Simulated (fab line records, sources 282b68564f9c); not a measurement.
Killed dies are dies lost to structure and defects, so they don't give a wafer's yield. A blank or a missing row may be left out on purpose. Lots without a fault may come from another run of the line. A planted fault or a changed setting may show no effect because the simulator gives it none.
A struck lot beside a sound one | flow rit_cmos | 34 steps out of a route of 202
Sound: wafers L689.2, L689.3, L689.5. Struck: wafers L705.2, L705.5, L705.6. The cause comes at the end.
At each step with rows: each side's tool, then ch and its chambers, then its first start. Under that, the readings that differ: sound wafers | struck wafers | difference of the means | sigmas: that difference in standard deviations of wafers without a fault.
alike: readings whose means differ by less than 2 such deviations, and words and numbers that are the same on both sides. not compared: withheld readings, readings that some wafer has no value for, bounds like >300 that may hide the same value, and numbers for which the record gives no deviation and whose values overlap.
The two part at a step that has a row with sigmas, a row that says differs or no value, or rows on one side only. Numbers that don't overlap but have no deviation are shown without sigmas and don't part them. A reading that every wafer of one side lacks parts them only if that side has two wafers or more.

first, 2 steps without rows for these wafers: RIT_SPACER_CLEAN_02 (cleans in SC2, time 600 s); RIT_SPACER_CVD_03 (deposits Si3N4 from SiH2Cl2/NH3, target thk 250 nm, time 3300 s).
RIT_SPACER_THK_MEAS_04:
  sound on film_metro-03, day 3 01:19; struck on film_metro-03, day 6 10:37
  alike: SPACER_NITRIDE_THK
RIT_SPACER_ETCHBACK_05: etches Si3N4 in SF6/CHF3, stops on SiO2, target depth 250 nm, time 240 s.
  sound on rie_diel-03 ch 1,2, day 3 01:22; struck on rie_diel-02 ch 1,2,3, day 6 10:40
  alike: SF6_flow_sccm, drypump_motor_current_A, oes_product_au, throttle_valve_pct
  not compared: rf_hours_counter_h
then, 6 steps without rows for these wafers: RIT_NSD_HMDS_00 (prime time 60 s); RIT_NSD_COAT_01 (resist thk 1000 nm); RIT_NSD_SOFTBAKE_02 (time 60 s); RIT_NSD_EXPOSE_03 (exposes mask M9, target cd 40700 nm); RIT_NSD_PEB_04; RIT_NSD_DEVELOP_05 (develop time 50 s).
RIT_NSD_OVL_MEAS_06:
  sound on overlay-02, day 3 02:30; struck on overlay-02, day 6 11:40
  alike: NSD_OVL
then, 1 step without rows for these wafers: RIT_NSD_HARDBAKE_07 (time 60 s).
RIT_NSD_IMPLANT_08:
  sound on implanter-03 ch 0, day 3 02:43; struck on implanter-03 ch 0, day 6 11:53
  reading            | sound                           | struck                        | difference | sigmas
  dose_ions_cm2      | 1.0001e+15 9.983e+14 1.0004e+15 | 7.129e+14 7.136e+14 7.139e+14 | -2.861e+14 | -99 or more
  faraday_current_uA | 3119 3114 3135                  | 2276 2242 2269                | -860       | -15
RIT_NSD_STRIP_09: strips in O2, time 180 s.
  sound on plasma_asher-03 ch 0, day 3 02:50; struck on plasma_asher-02 ch 0,1, day 6 12:00
  alike: drypump_motor_current_A
  not compared: rf_hours_counter_h
RIT_NSD_TW_MEAS_10:
  sound on film_metro-03, day 3 03:01; struck on film_metro-04, day 6 12:11
  reading | sound          | struck         | difference | sigmas
  NSD_TW  | 3035 3015 3039 | 2884 2893 2874 | -146       | -4
then, 6 steps without rows for these wafers: RIT_PSD_HMDS_00 (prime time 60 s); RIT_PSD_COAT_01 (resist thk 1000 nm); RIT_PSD_SOFTBAKE_02 (time 60 s); RIT_PSD_EXPOSE_03 (exposes mask M10, target cd 40900 nm); RIT_PSD_PEB_04; RIT_PSD_DEVELOP_05 (develop time 50 s).
RIT_PSD_OVL_MEAS_06:
  sound on overlay-02, day 3 04:03; struck on overlay-02, day 6 13:20
  alike: PSD_OVL
then, 2 steps without rows for these wafers: RIT_PSD_HARDBAKE_07 (time 60 s); RIT_PSD_IMPLANT_08.
RIT_PSD_STRIP_09: strips in O2, time 180 s.
  sound on plasma_asher-01 ch 0,1, day 3 04:23; struck on plasma_asher-02 ch 0,1, day 6 13:40
  alike: drypump_motor_current_A
  not compared: rf_hours_counter_h
RIT_PSD_TW_MEAS_10:
  sound on film_metro-03, day 3 04:34; struck on film_metro-02, day 6 13:51
  alike: PSD_TW
then, 3 steps without rows for these wafers: RIT_SDANNEAL_CLEAN_00 (cleans in SC1, time 600 s); RIT_SDANNEAL_CLEAN_01 (cleans in dHF, time 30 s); RIT_SDANNEAL_CLEAN_02 (cleans in SC2, time 600 s).
RIT_SDANNEAL_RTA_03: time 5 s.
  sound on rtp_anneal-02 ch 0, day 3 05:01; struck on rtp_anneal-02 ch 0, day 6 14:19
  alike: wafer_temp_C_max
RIT_SDANNEAL_RS_MEAS_04: measures by four-point-probe.
  sound on film_metro-04, day 3 05:07; struck on film_metro-02, day 6 14:23
  reading         | sound             | struck            | difference | sigmas
  PSD_RS (ohm/sq) | 115.7 115.4 115.7 | 116.5 116.3 116.4 | +0.8       | +2
RIT_SDANNEAL_RS_MEAS_05: measures by four-point-probe.
  sound on film_metro-04, day 3 05:14; struck on film_metro-02, day 6 14:30
  reading         | sound          | struck            | difference | sigmas
  NSD_RS (ohm/sq) | 84.5 84.3 84.4 | 111.6 111.6 111.3 | +27.1      | +85
RIT_SDANNEAL_RS_MEAS_06: measures by four-point-probe.
  sound on film_metro-04, day 3 05:21; struck on film_metro-02, day 6 14:37
  alike: PLDD_RS
RIT_M1_PROBE_99:
  sound on prober-02, day 3 12:49; struck on prober-01, day 6 21:41
  reading                               | sound             | struck            | difference | sigmas
  model.etest.nmos_0p3.r_on_ohm_um      | 2220 2282 2231    | 2357 2430 2353    | +136       |
  model.etest.contact_nplus.end_ohm_um  | 43.3 42.8 43.19   | 68.7 69.34 69.05  | +25.9      |
  model.etest.nmos_0p15.drive_ua_um     | 451.1 439.9 446.9 | 436.7 426.2 435.5 | -13.2      |
  model.etest.nmos_narrow.drive_ua_um   | 214.4 213 220     | 208.9 202.4 207.9 | -9.4       |
  model.etest.nmos_0p3.drive_ua_um      | 218.2 217.4 220   | 204.9 202.8 208.7 | -13.1      |
  model.etest.nmos_0p15.tox_inv_nm (nm) | 4.559 4.428 4.415 | 4.829 4.762 4.819 | +0.336     |
  alike: killed_at_contacts, killed_at_front_end, killed_dies, killed_open, killed_short
  not compared: model.etest.nmos_0p15.r_on_ohm_um, model.etest.nmos_0p15.junction_log10_a_um

WHERE THEY PART
First at RIT_NSD_IMPLANT_08; last, within this record, at RIT_SDANNEAL_RS_MEAS_05. Later steps at which nothing parts them and some readings are alike: RIT_SDANNEAL_RS_MEAS_06, RIT_M1_PROBE_99.

WHY: what the simulator had put in
Process parameter drift: implanter-03, from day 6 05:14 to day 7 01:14, at RIT_NSD_IMPLANT_08. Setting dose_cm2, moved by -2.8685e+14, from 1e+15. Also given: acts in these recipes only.
